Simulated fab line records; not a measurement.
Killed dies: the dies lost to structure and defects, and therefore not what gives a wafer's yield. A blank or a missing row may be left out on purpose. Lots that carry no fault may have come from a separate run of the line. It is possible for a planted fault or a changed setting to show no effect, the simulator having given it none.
Check for tools in common -- flow berkeleyCmos170 -- 16 lots, 60 wafers sampled

## REASON FOR OPENING
At UCB170_V2_CD_MEAS_12 the reading cdNm is flagged on 4 of 16 lots. Wafers without a fault read 699.9 nm, standard deviation 1.5.
Rule: flag the lot when none of its wafers has a number, or when each of its wafers that has one lies beyond 4 standard deviations from that mean. The rest of the lots are taken to be sound.

lot,measured,on,"cdNm (nm), wafer by wafer",flag
L456,day 8 13:05,cdSem-01,700.8 700.5 702.4,
L455,day 8 13:40,cdSem-01,700.8 701.3 700.9,
L457,day 8 17:29,cdSem-02,700.0 700.3 701.5,
L461,day 9 03:38,cdSem-01,700.3 699.4 700.7,
L459,day 9 04:38,cdSem-02,696.1 695.9 697.1,
L463,day 9 11:53,cdSem-01,698.6 698.1 699.5,
L462,day 9 12:29,cdSem-02,730.5 730.8 731.3 730.1 730.7 731.5,FLAGGED
L464,day 9 19:34,cdSem-01,724.8 722.9 723.6 724.5 723.1 723.8,FLAGGED
L465,day 10 16:59,cdSem-01,719.8 721.6 721.0 719.8 721.6 720.6,FLAGGED
L466,day 10 22:22,cdSem-01,699.3 698.7 699.1,
L467,day 10 22:39,cdSem-01,714.1 712.7 714.4 713.9 712.9 714.5,FLAGGED
L471,day 11 12:06,cdSem-02,697.9 699.2 699.2,
L472,day 11 13:41,cdSem-02,701.3 701.3 700.2,
L474,day 11 22:19,cdSem-01,700.6 699.6 700.6,
L477,day 12 17:23,cdSem-02,702.9 703.9 703.1,
L475,day 12 18:04,cdSem-02,697.7 698.3 696.4,
The mean of the flagged lots' numbers is 722.3 nm, +22.4 nm from the usual (+15 standard deviations).

## EACH LOT AND THE TOOL IT RAN ON
Before the reading, the record contains 2 process steps out of a 331-step route. Each cell gives the tool, then ch followed by the chambers the sampled wafers passed through, then the start.
lot,flag,UCB170_V1_ETCH_14,UCB170_V2_EXPOSE_09
L456,,"rieDiel-03 ch 0,3, day 8 07:12","krfScanner-01 ch 0, day 8 11:55"
L455,,"rieDiel-04 ch 0,2,3, day 8 07:24","krfScanner-02 ch 0, day 8 13:03"
L457,,"rieDiel-03 ch 0,2,3, day 8 12:11","krfScanner-02 ch 0, day 8 17:06"
L461,,"rieDiel-03 ch 0,1,3, day 8 20:05","krfScanner-01 ch 0, day 9 03:00"
L459,,"rieDiel-04 ch 0,1, day 8 20:50","krfScanner-01 ch 0, day 9 03:40"
L463,,"rieDiel-02 ch 0,1,3, day 9 04:31","krfScanner-02 ch 0, day 9 11:30"
L462,FLAGGED,"rieDiel-04 ch 0,3, day 9 04:56","krfScanner-01 ch 0, day 9 12:05"
L464,FLAGGED,"rieDiel-03 ch 1,2,3, day 9 14:55","krfScanner-01 ch 0, day 9 19:10"
L465,FLAGGED,"rieDiel-03 ch 0,1,2, day 10 11:42","krfScanner-01 ch 0, day 10 16:36"
L466,,"rieDiel-02 ch 0,1,3, day 10 16:22","krfScanner-02 ch 0, day 10 21:46"
L467,FLAGGED,"rieDiel-03 ch 0,1, day 10 16:31","krfScanner-01 ch 0, day 10 22:01"
L471,,"rieDiel-02 ch 0,1,3, day 11 06:37","krfScanner-02 ch 0, day 11 11:43"
L472,,"rieDiel-04 ch 2,3, day 11 08:10","krfScanner-02 ch 0, day 11 13:14"
L474,,"rieDiel-02 ch 0,1,2, day 11 16:25","krfScanner-02 ch 0, day 11 21:40"
L477,,"rieDiel-04 ch 0,2, day 12 11:29","krfScanner-02 ch 0, day 12 16:59"
L475,,"rieDiel-02 ch 0,1,2, day 12 11:36","krfScanner-02 ch 0, day 12 17:40"
What is done by these steps:
- UCB170_V1_ETCH_14: etches SiO2 in CHF3/CF4/Ar, stops on Al, target depth 1250 nm, time 291 s.
- UCB170_V2_EXPOSE_09: exposes mask VIA2, target cd 700 nm.
- UCB170_V2_CD_MEAS_12: target cd 700 nm.

## FLAGGED OVER TOTAL, TOOL BY TOOL (the gauges that took the reading come last)
step,tool,lots run,flagged,share of the flagged lots,sound lots run after its first flagged lot
UCB170_V1_ETCH_14,rieDiel-02,5,0,none,-
UCB170_V1_ETCH_14,rieDiel-03,6,3,some,0
UCB170_V1_ETCH_14,rieDiel-04,5,1,some,"2 (L472,L477)"
UCB170_V2_EXPOSE_09,krfScanner-01,7,4,all,0
UCB170_V2_EXPOSE_09,krfScanner-02,9,0,none,-
UCB170_V2_CD_MEAS_12,cdSem-01,9,3,some,"2 (L466,L474)"
UCB170_V2_CD_MEAS_12,cdSem-02,7,1,some,"4 (L471,L472,L477,L475)"

## WHAT THE TABLE PERMITS
Rows of the table that ran each flagged lot: 1, that is krfScanner-01 at UCB170_V2_EXPOSE_09.
- krfScanner-01 at UCB170_V2_EXPOSE_09 ran 7 lots, 4 of them flagged. Its last sound lot is L459 (day 9 03:40), its first flagged lot L462 (day 9 12:05): a fault that began between those two fits. Its own readings lie more than 4 standard deviations out on every wafer of the flagged lots: exposureDoseMJCm2.
Just one tool remains: krfScanner-01 at UCB170_V2_EXPOSE_09.

## WHAT THE SIMULATOR PUT IN
Process parameters drifting: krfScanner-01 at UCB170_V2_EXPOSE_09, beginning at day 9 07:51. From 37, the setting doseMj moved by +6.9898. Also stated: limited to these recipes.
Shown lots that were struck: L462, L464, L465, L467. The rule given above showed the same thing.
